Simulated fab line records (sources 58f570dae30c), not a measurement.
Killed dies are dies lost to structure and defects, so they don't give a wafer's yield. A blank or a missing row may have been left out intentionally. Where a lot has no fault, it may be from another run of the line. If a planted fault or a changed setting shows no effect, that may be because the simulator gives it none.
fab line records	flow berkeley_cmos170
record: lots: 15	wafers: 45	last_day: 12
route steps=331 shown NWELL@16 NVT@111
lots that met no fault: from a run of the same line without faults
start_h: hours from the record's opening day to when the first of the lot's shown wafers began	wait_h: time in hours since the lot's previous step	" repeats the value in the row above	L1.1+2: one row covering several wafers at once	- no value, or no start was given	* or withheld: withheld	< > ~ a bound
route shown NAME@n: a module of which the file shows steps, and the number in the route of the first	usual: the fault-free wafers' mean and standard deviation	same: alike in all rows	chamber/n: place in a boat	sites: per-site readings	_std_site: the standard deviation of these	_edge_site: outer sites' mean less inner sites'	radius_mm: how far each site lies from the wafer's centre	mask NAME#n: copy n	behind: the last tool/chamber to shape the wafer	hold: reason for holding the lot/hours on hold/outcome of the hold	device: transistor that didn't switch, given as n, p or np	end of line: the same wafers' tests at the end of the route	where a step has no rows: the recipe by itself	killed: not the wafer's yield, but the dies lost to structure and defects at the first sort	map: shows each die of a wafer: x if killed, . if not, _ if none is there
set.NAME: the setting that was run; set.NAME@STEP: the one run at that earlier step	model.NAME: the simulator's own value behind a step, which no gauge read
the route's steps for a sample of lots (tables are steps, rows are wafers)
services: from which hour (start_h, from the record's first day; less than 0 if before it) a tool's chamber was out of use, for how many hours, and why
== steps ==
step: UCB170_NWELL_THK_MEAS_02
recipe: reads: SiO2_of_NWELL_OXIDATION_01
usual: NWELL_OXIDE_THK: 26.5/0.45
lot.wafer	tool	chamber	start_h	wait_h	NWELL_OXIDE_THK[nm]
L138.1	film_metro-02	-	26.29	0.0	26.8
L138.2	"	-	"	"	26.5
L138.6	"	-	"	"	26.4
L140.3	film_metro-04	-	37.91	0.0	26.5
L140.4	"	-	"	"	26.5
L140.5	"	-	"	"	26.5
L141.1	film_metro-04	-	42.20	0.0	26.0
L141.4	"	-	"	"	26.3
L141.5	"	-	"	"	26.2
L142.1	film_metro-03	-	49.60	0.0	26.7
L142.5	"	-	"	"	26.3
L142.6	"	-	"	"	26.3
L144.1	film_metro-02	-	55.69	0.0	26.5
L144.2	"	-	"	"	26.8
L144.4	"	-	"	"	26.8
L146.1	film_metro-04	-	69.99	0.0	27.7
L146.2	"	-	"	"	27.6
L146.4	"	-	"	"	27.9
L147.3	film_metro-02	-	79.19	0.0	27.0
L147.4	"	-	"	"	27.5
L147.5	"	-	"	"	26.9
L150.1	film_metro-04	-	96.29	0.0	26.2
L150.4	"	-	"	"	26.2
L150.5	"	-	"	"	26.0
L151.1	film_metro-04	-	96.35	0.1	25.9
L151.3	"	-	"	"	25.6
L151.6	"	-	"	"	25.8
L154.1	film_metro-02	-	115.84	0.0	26.2
L154.2	"	-	"	"	25.8
L154.3	"	-	"	"	26.1
L155.1	film_metro-03	-	115.84	0.0	26.2
L155.2	"	-	"	"	26.3
L155.5	"	-	"	"	26.7
L156.1	film_metro-04	-	115.84	0.0	26.1
L156.2	"	-	"	"	26.0
L156.5	"	-	"	"	26.0
L158.2	film_metro-02	-	121.50	0.0	26.1
L158.5	"	-	"	"	26.4
L158.6	"	-	"	"	26.5
L159.1	film_metro-04	-	130.05	0.0	26.8
L159.4	"	-	"	"	26.4
L159.5	"	-	"	"	27.0
L160.2	film_metro-02	-	130.06	0.0	27.0
L160.4	"	-	"	"	26.8
L160.5	"	-	"	"	26.6
step: UCB170_NWELL_ETCH_13
recipe: chemistry: CH3F/Ar/O2	target: Si3N4	stop_on: SiO2	CH3F_flow_sccm: 20	Ar_flow_sccm: 50	O2_flow_sccm: 7	pressure_mtorr: 50	rf_w: 450	target_depth_a: 2464	over_etch_frac: 0.1	time_s: 154
usual: chamber_pressure_mTorr: 50.00/0.043	drypump_motor_current_A: 5.7/0.49	oes_product_au: 0.943/0.0096	throttle_valve_pct: 8.08/0.16
same: time_s: 154
lot.wafer	tool	chamber	start_h	wait_h	chamber_pressure_mTorr	drypump_motor_current_A	oes_product_au	rf_hours_counter_h	throttle_valve_pct
L138.1	rie_diel-02	1	35.53	0.0	50.01	5.1	0.951	50	8.11
L138.2	"	3	"	"	50.01	5.9	0.954	106	8.05
L138.6	"	0	"	"	50.01	5.3	0.950	-	7.90
L140.3	rie_diel-04	1	46.27	0.0	49.99	6.3	0.938	1	8.23
L140.4	"	1	"	"	49.97	6.3	0.942	-	8.25
L140.5	"	3	"	"	50.02	5.7	0.945	-	8.18
L141.1	rie_diel-04	0	53.81	0.0	49.94	5.7	0.940	2	8.29
L141.4	"	3	"	"	49.89	5.7	0.957	-	8.15
L141.5	"	0	"	"	49.92	5.7	0.953	-	8.29
L142.1	rie_diel-02	2	58.57	0.0	50.05	6.4	0.944	126	7.84
L142.5	"	0	"	"	49.92	5.3	0.949	-	7.88
L142.6	"	1	"	"	50.02	5.1	0.940	-	8.11
L144.1	rie_diel-01	0	63.78	0.0	49.97	5.0	0.941	51	8.06
L144.2	"	1	"	"	50.00	6.3	0.940	11	7.92
L144.4	"	2	"	"	50.04	5.1	0.953	25	8.27
L146.1	rie_diel-01	2	83.77	0.0	49.97	5.0	0.951	26	8.26
L146.2	"	1	"	"	50.06	6.3	0.937	12	7.95
L146.4	"	3	"	"	49.93	5.9	0.937	97	8.18
L147.3	rie_diel-04	0	88.84	0.0	50.02	5.7	0.939	3	8.28
L147.4	"	1	"	"	50.02	6.3	0.939	2	8.21
L147.5	"	0	"	"	50.03	5.7	0.943	-	8.30
L150.1	rie_diel-02	3	109.66	0.0	50.07	5.9	0.954	109	8.06
L150.4	"	0	"	"	50.03	5.3	0.950	14	7.90
L150.5	"	3	"	"	50.04	5.9	0.957	-	8.06
L151.1	rie_diel-04	3	109.68	0.0	49.97	5.7	0.949	42	8.17
L151.3	"	0	"	"	50.01	5.7	0.940	4	8.28
L151.6	"	0	"	"	49.95	5.7	0.940	-	8.30
L156.1	rie_diel-02	1	121.09	0.0	49.98	5.1	0.927	54	8.11
L156.2	"	2	"	"	49.99	6.4	0.938	128	7.83
L156.5	"	1	"	"	50.03	5.1	0.929	-	8.11
L155.1	rie_diel-04	2	121.33	0.0	50.01	5.2	0.917	40	7.78
L155.2	"	1	"	"	50.02	6.3	0.923	3	8.20
L155.5	"	1	"	"	50.00	6.3	0.928	-	8.22
L154.1	rie_diel-02	0	121.61	0.0	49.95	5.3	0.951	14	7.88
L154.2	"	1	"	"	49.94	5.1	0.937	54	8.11
L154.3	"	2	"	"	50.04	6.4	0.944	128	7.83
L158.2	rie_diel-01	1	127.94	0.0	50.01	6.4	0.928	14	7.93
L158.5	"	3	"	"	50.00	5.9	0.930	-	8.18
L158.6	"	2	"	"	50.03	5.0	0.942	-	8.25
L159.1	rie_diel-02	2	134.91	0.0	50.01	6.4	0.943	129	7.84
L159.4	"	3	"	"	50.09	6.0	0.961	110	8.04
L159.5	"	1	"	"	50.00	5.1	0.937	-	8.13
L160.2	rie_diel-01	3	134.98	0.0	50.03	5.9	0.951	99	8.17
L160.4	"	0	"	"	50.03	5.0	0.944	-	8.04
L160.5	"	1	"	"	50.01	6.3	0.934	-	7.92
step: UCB170_NWELL_TW_MEAS_16
usual: NWELL_TW: 1232/8.9
lot.wafer	tool	chamber	start_h	wait_h	NWELL_TW
L138.1	film_metro-04	-	35.88	0.1	1229
L138.2	"	-	"	"	1236
L138.6	"	-	"	"	1238
L140.3	film_metro-03	-	46.64	0.1	1235
L140.4	"	-	"	"	1233
L140.5	"	-	"	"	1232
L141.1	film_metro-04	-	54.16	0.1	1228
L141.4	"	-	"	"	1236
L141.5	"	-	"	"	1229
L142.1	film_metro-03	-	58.92	0.1	1216
L142.5	"	-	"	"	1224
L142.6	"	-	"	"	1223
L144.1	film_metro-04	-	64.13	0.1	1242
L144.2	"	-	"	"	1230
L144.4	"	-	"	"	1234
L146.1	film_metro-02	-	84.12	0.1	1245
L146.2	"	-	"	"	1242
L146.4	"	-	"	"	1242
L147.3	film_metro-03	-	89.21	0.1	1219
L147.4	"	-	"	"	1226
L147.5	"	-	"	"	1227
L150.1	film_metro-04	-	110.01	0.1	1227
L150.4	"	-	"	"	1225
L150.5	"	-	"	"	1232
L151.1	film_metro-03	-	110.06	0.1	1228
L151.3	"	-	"	"	1229
L151.6	"	-	"	"	1230
L156.1	film_metro-03	-	121.45	0.1	1225
L156.2	"	-	"	"	1224
L156.5	"	-	"	"	1222
L155.1	film_metro-03	-	121.69	0.1	1225
L155.2	"	-	"	"	1228
L155.5	"	-	"	"	1224
L154.1	film_metro-02	-	121.96	0.1	1250
L154.2	"	-	"	"	1242
L154.3	"	-	"	"	1241
L158.2	film_metro-03	-	128.30	0.1	1215
L158.5	"	-	"	"	1221
L158.6	"	-	"	"	1221
L159.1	film_metro-02	-	135.26	0.1	1244
L159.4	"	-	"	"	1253
L159.5	"	-	"	"	1249
L160.2	film_metro-04	-	135.34	0.1	1227
L160.4	"	-	"	"	1243
L160.5	"	-	"	"	1242
step: UCB170_NVT_IMPLANT_07
recipe: species: BF2	dose_cm2: 3e+12	energy_kev: 50	tilt_deg: 7
usual: dose_ions_cm2: 3.001e+12/3.6e+09	faraday_current_uA: 9.49/0.19
lot.wafer	tool	chamber	start_h	wait_h	dose_ions_cm2	faraday_current_uA
L138.1	implanter-01	0	138.57	0.0	2.999e+12	9.43
L138.2	"	0	"	"	2.999e+12	9.63
L138.6	"	0	"	"	3.002e+12	9.70
L142.1	implanter-01	0	144.29	0.0	2.999e+12	9.63
L142.5	"	0	"	"	3.003e+12	9.28
L142.6	"	0	"	"	3.001e+12	9.51
L141.1	implanter-02	0	144.57	0.0	3.005e+12	9.04
L141.4	"	0	"	"	3.005e+12	9.56
L141.5	"	0	"	"	3e+12	9.32
L140.3	implanter-03	0	144.77	0.1	3e+12	9.31
L140.4	"	0	"	"	3e+12	9.36
L140.5	"	0	"	"	2.999e+12	9.57
L144.1	implanter-01	0	153.21	0.0	3.3e+12	10.34
L144.2	"	0	"	"	3.3e+12	10.53
L144.4	"	0	"	"	3.303e+12	10.27
L146.1	implanter-01	0	183.31	0.0	3.302e+12	10.56
L146.2	"	0	"	"	3.3e+12	10.53
L146.4	"	0	"	"	3.305e+12	10.61
L150.1	implanter-02	0	190.87	0.0	2.996e+12	9.54
L150.4	"	0	"	"	3.003e+12	9.28
L150.5	"	0	"	"	2.993e+12	9.50
L147.3	implanter-01	0	191.19	0.1	3.301e+12	10.18
L147.4	"	0	"	"	3.299e+12	10.32
L147.5	"	0	"	"	3.298e+12	10.36
L151.1	implanter-03	0	191.42	0.0	3.002e+12	9.28
L151.3	"	0	"	"	3e+12	9.53
L151.6	"	0	"	"	3.002e+12	9.08
L156.1	implanter-02	0	209.52	0.0	2.999e+12	9.17
L156.2	"	0	"	"	3.007e+12	9.29
L156.5	"	0	"	"	3.007e+12	9.80
L158.2	implanter-03	0	209.57	0.0	3.005e+12	9.37
L158.5	"	0	"	"	2.998e+12	9.58
L158.6	"	0	"	"	3.001e+12	9.51
L154.1	implanter-02	0	218.42	0.0	2.997e+12	9.56
L154.2	"	0	"	"	2.997e+12	9.81
L154.3	"	0	"	"	3e+12	9.76
L155.1	implanter-03	0	218.69	0.0	3.004e+12	9.37
L155.2	"	0	"	"	3e+12	9.60
L155.5	"	0	"	"	3.006e+12	9.39
L159.1	implanter-02	0	234.34	0.0	3.001e+12	9.78
L159.4	"	0	"	"	3.007e+12	9.67
L159.5	"	0	"	"	2.998e+12	9.34
L160.2	implanter-03	0	234.48	0.0	3.001e+12	9.38
L160.4	"	0	"	"	3e+12	9.43
L160.5	"	0	"	"	2.999e+12	9.33
step: UCB170_NVT_TW_MEAS_09
usual: NVT_TW: 519/3.8
lot.wafer	tool	chamber	start_h	wait_h	hold	NVT_TW
L138.1	film_metro-04	-	138.82	0.1	-	516
L138.2	"	-	"	"	-	515
L138.6	"	-	"	"	-	513
L142.1	film_metro-02	-	144.54	0.1	-	527
L142.5	"	-	"	"	-	527
L142.6	"	-	"	"	-	527
L141.1	film_metro-04	-	144.82	0.1	-	518
L141.4	"	-	"	"	-	520
L141.5	"	-	"	"	-	520
L140.3	film_metro-03	-	144.99	0.1	-	513
L140.4	"	-	"	"	-	513
L140.5	"	-	"	"	-	513
L144.1	film_metro-02	-	153.46	0.1	await_dispo/0.2h/release	537
L144.2	"	-	"	"	await_dispo/0.2h/release	538
L144.4	"	-	"	"	await_dispo/0.2h/release	542
L144.1	film_metro-02	-	153.68	0.2	-	541
L144.2	"	-	"	"	-	538
L144.4	"	-	"	"	-	542
L146.1	film_metro-04	-	183.56	0.1	await_dispo/0.2h/release	533
L146.2	"	-	"	"	await_dispo/0.2h/release	534
L146.4	"	-	"	"	await_dispo/0.2h/release	531
L146.1	film_metro-04	-	183.80	0.2	-	530
L146.2	"	-	"	"	-	531
L146.4	"	-	"	"	-	535
L150.1	film_metro-03	-	191.12	0.1	-	516
L150.4	"	-	"	"	-	517
L150.5	"	-	"	"	-	516
L147.3	film_metro-02	-	191.41	0.1	await_dispo/0.2h/release	540
L147.4	"	-	"	"	await_dispo/0.2h/release	538
L147.5	"	-	"	"	await_dispo/0.2h/release	540
L147.3	film_metro-02	-	191.64	0.2	-	541
L147.4	"	-	"	"	-	541
L147.5	"	-	"	"	-	538
L151.1	film_metro-04	-	191.67	0.1	-	515
L151.3	"	-	"	"	-	517
L151.6	"	-	"	"	-	519
L156.1	film_metro-03	-	209.77	0.1	-	514
L156.2	"	-	"	"	-	517
L156.5	"	-	"	"	-	514
L158.2	film_metro-02	-	209.80	0.1	-	521
L158.5	"	-	"	"	-	521
L158.6	"	-	"	"	-	521
L154.1	film_metro-04	-	218.67	0.1	-	514
L154.2	"	-	"	"	-	518
L154.3	"	-	"	"	-	513
L155.1	film_metro-02	-	218.97	0.1	-	523
L155.2	"	-	"	"	-	522
L155.5	"	-	"	"	-	522
L159.1	film_metro-03	-	234.59	0.1	-	515
L159.4	"	-	"	"	-	516
L159.5	"	-	"	"	-	516
L160.2	film_metro-03	-	234.71	0.1	-	514
L160.4	"	-	"	"	-	514
L160.5	"	-	"	"	-	514
== services ==
tool	chamber	start_h	hours	kind
implanter-01	-	11.62	5.4	pm
rie_diel-02	0	12.75	11.3	repair
implanter-02	-	23.52	3.8	repair
rie_diel-04	-	34.55	2.8	pm
rie_diel-04	2	39.40	20.9	repair
implanter-02	-	45.15	2.9	pm
rie_diel-02	0	51.02	4.0	repair
rie_diel-01	1	85.78	5.2	repair
rie_diel-01	-	99.60	0.5	repair
implanter-03	-	113.15	10.0	repair
rie_diel-04	-	115.69	0.4	repair
implanter-01	-	125.02	3.5	pm
rie_diel-01	2	131.92	29.8	repair
rie_diel-04	1	139.85	12.0	repair
rie_diel-04	-	143.69	0.8	repair
rie_diel-02	2	151.81	9.0	repair
implanter-03	-	153.08	2.7	repair
implanter-03	-	162.06	2.5	repair
rie_diel-01	3	213.76	7.8	repair
== key ==
first_sign: step: UCB170_NVT_IMPLANT_07	reading: dose_ions_cm2	direction: up	sigmas: 84	usual: 3.001e+12	struck: 3.301e+12
effect: step: UCB170_NVT_IMPLANT_07	reading: faraday_current_uA	direction: up	sigmas: 4.8	usual: 9.49	struck: 10.41
effect: step: UCB170_NVT_TW_MEAS_09	reading: visit	direction: added
met_at UCB170_NVT_IMPLANT_07
struck_lots L144,L146,L147
tester_left_out L144,L146,L147
not_acting_at UCB170_NWELL_THK_MEAS_02,UCB170_NWELL_ETCH_13,UCB170_NWELL_TW_MEAS_16
onset_between 144.29 153.21
fault: kind: process_parameter_drift	tool: implanter-01	chamber: -	onset_h: 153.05	steps: UCB170_NVT_IMPLANT_07	channel: dose_cm2	offset: 3e+11	shape: step	end_h: 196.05	acts_in: these_recipes_only	stated: 3e+12
tester_left_out: of these lots the tester's yield and bins aren't shown, on N5 and GAA mostly nor the transistor test; their killed dies are dies lost to structure and defects alone, not to doping, threshold or leakage, so they don't give the yield
